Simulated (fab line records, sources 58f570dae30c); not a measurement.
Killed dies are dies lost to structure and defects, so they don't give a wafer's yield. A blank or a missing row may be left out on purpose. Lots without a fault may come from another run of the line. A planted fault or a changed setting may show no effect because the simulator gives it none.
Problem report in the 8D (eight disciplines) form, filled by code | flow berkeley_cmos170 | the parts of the form that need people (team, actions taken, sign-off) are left out

1. THE PROBLEM
spike_tc_centre_C at UCB170_WELLDRIVE_ANNEAL_03 reads a mean of 1061.9 C on 9 wafers of 3 lots; wafers without a fault read 1102.7 C with a standard deviation of 1.2. That is -34 standard deviations from the usual mean.
The step: time 900 s.
First seen on wafer L978.3, day 7 01:38, on furnace-04. The record holds 21 wafers of 7 lots with a number at this step. Rule for "out", or "out of limits": more than 4 standard deviations from the usual mean. The other wafers with a number count as sound.

2. WHAT IT IS AND WHAT IT IS NOT
question                    | is                                                    | is not
which readings at this step | spike_tc_centre_C, spike_tc_load_C, spike_tc_source_C | -
which lots                  | L978, L979, L980                                      | L972, L973, L981, L983
which wafers of those lots  | all that have a number                                | -
read on which tools         | furnace-04                                            | furnace-01
when                        | from day 7 01:38                                      | up to then (6 sound wafers); but 6 sound wafers of L981, L983 came after

3. SUSPECTS, AND WHAT RULES EACH OUT
Counting: a tool at a process step up to the reading stays a suspect if it ran every lot that is out and no sound lot after the first of them.
- furnace-04 at UCB170_WELLDRIVE_ANNEAL_03 (time 900 s): kept. It ran every lot that is out, first L978 (day 7 01:38), and no sound lot after that; its last sound lot up to then is L972 (day 5 12:49). Its own readings are out on those wafers: spike_tc_centre_C, spike_tc_load_C, spike_tc_source_C.
Left after counting: furnace-04 at UCB170_WELLDRIVE_ANNEAL_03.

4. THE CAUSE (what the simulator had put in)
Process parameter drift: furnace-04, from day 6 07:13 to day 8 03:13, at UCB170_WELLDRIVE_ANNEAL_03. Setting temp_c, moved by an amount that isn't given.
Counting left only this tool.

5. THE CHAIN OF EFFECTS, in route order
Each row: a reading whose mean over the struck wafers that have a number lies more than 3 standard deviations from the usual. Only readings for which the record gives a usual standard deviation are gone through. hours: the time from each lot's start at the first step in this table that gives one to its start at this step, as a median over the lots. sigmas: the change in usual standard deviations.
hours | step                       | reading           | usual    | on struck wafers | change | sigmas
0     | UCB170_WELLDRIVE_ANNEAL_03 | spike_tc_centre_C | 1102.7 C | 1061.9           | -40.8  | -34
0     | UCB170_WELLDRIVE_ANNEAL_03 | spike_tc_load_C   | 1125.6 C | 1083.3           | -42.3  | -18
0     | UCB170_WELLDRIVE_ANNEAL_03 | spike_tc_source_C | 1124.6 C | 1082.8           | -41.8  | -20
The process steps in it:
- UCB170_WELLDRIVE_ANNEAL_03: time 900 s.

6. WHAT WOULD HAVE CAUGHT IT SOONER
In this record the first reading out of limits was taken at day 7 01:38, 18 hours after the fault began at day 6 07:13.
